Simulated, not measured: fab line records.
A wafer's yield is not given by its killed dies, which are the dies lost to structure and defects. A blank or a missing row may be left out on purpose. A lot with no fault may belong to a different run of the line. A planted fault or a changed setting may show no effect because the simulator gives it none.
Code-filled problem report in 8D (eight disciplines) form	flow berkeleyCmos170	the parts of the form that need people (team, actions taken, sign-off) are left out

1. PROBLEM STATEMENT
chamberO2Ppm at UCB170_SILICIDE_RTA_04 reads a mean of 61.995 on 9 wafers of 3 lots; wafers without a fault read 2.003 with a standard deviation of 0.02. So: +99 or more standard deviations from the usual mean.
The step: time 15 s.
The first sign was on wafer L988.3 at day 8 19:32, on rtpAnneal-01. At this step, 45 wafers from 15 lots have a number in the record. Rule for "out" (also "out of limits"): further than 4 standard deviations from the usual mean. The other wafers with a number count as sound.

2. WHAT IT IS; WHAT IT IS NOT
question	is	is not
which readings at this step	chamberO2Ppm	lampPowerPct, wafer_temp_C_max
which lots	L988, L991, L992	L103, L105, L106, L107, L108, L985, L986, L987, L990, L993, L994, L996
which wafers of those lots	all that have a number	-
read on which tools	rtpAnneal-01	rtpAnneal-02
when	from day 8 19:32	up to then (9 sound wafers); but 27 sound wafers of L103, L105, L106, L107, L108, L990, L993, L994, L996 came after

3. SUSPECTS, AND WHAT RULES EACH OUT
Counting: a tool at a process step up to the reading stays a suspect if it ran every lot that is out and no sound lot after the first of them.
- plasmaAsher-02 at UCB170_NLDD_STRIP_10 (strips in O2): ruled out as a lasting fault. After its first lot that is out, L988 (day 8 07:51), sound lots L993, L108 ran on it.
- rtpAnneal-01 at UCB170_SILICIDE_RTA_04 (time 15 s): ruled out as a lasting fault. After its first lot that is out, L988 (day 8 19:32), sound lots L105, L107, L106 ran on it.
Left after counting: nothing in the record.

4. THE CAUSE (what the simulator had put in)
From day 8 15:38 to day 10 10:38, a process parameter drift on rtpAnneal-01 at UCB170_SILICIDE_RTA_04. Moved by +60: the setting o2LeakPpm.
Counting ruled it out, wrongly.

5. THE EFFECT CHAIN, in route order
One row per reading whose mean, taken over the struck wafers that have a number, lies over 3 standard deviations from the usual. Readings are gone through only where the record gives a usual standard deviation; hours: the median, over the lots, of the time from a lot's start at the first step in this table giving one to that lot's start at this step; sigmas: the change measured in usual standard deviations.
hours	step	reading	usual	on struck wafers	change	sigmas
0	UCB170_SILICIDE_RTA_04	chamberO2Ppm	2.003	61.995	+59.992	+99 or more
It contains these process steps:
- UCB170_SILICIDE_RTA_04: time 15 s.

6. HOW IT WOULD HAVE BEEN CAUGHT EARLIER
4 hours passed between the start of the fault at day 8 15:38 and the first reading out of limits in this record, taken at day 8 19:32.
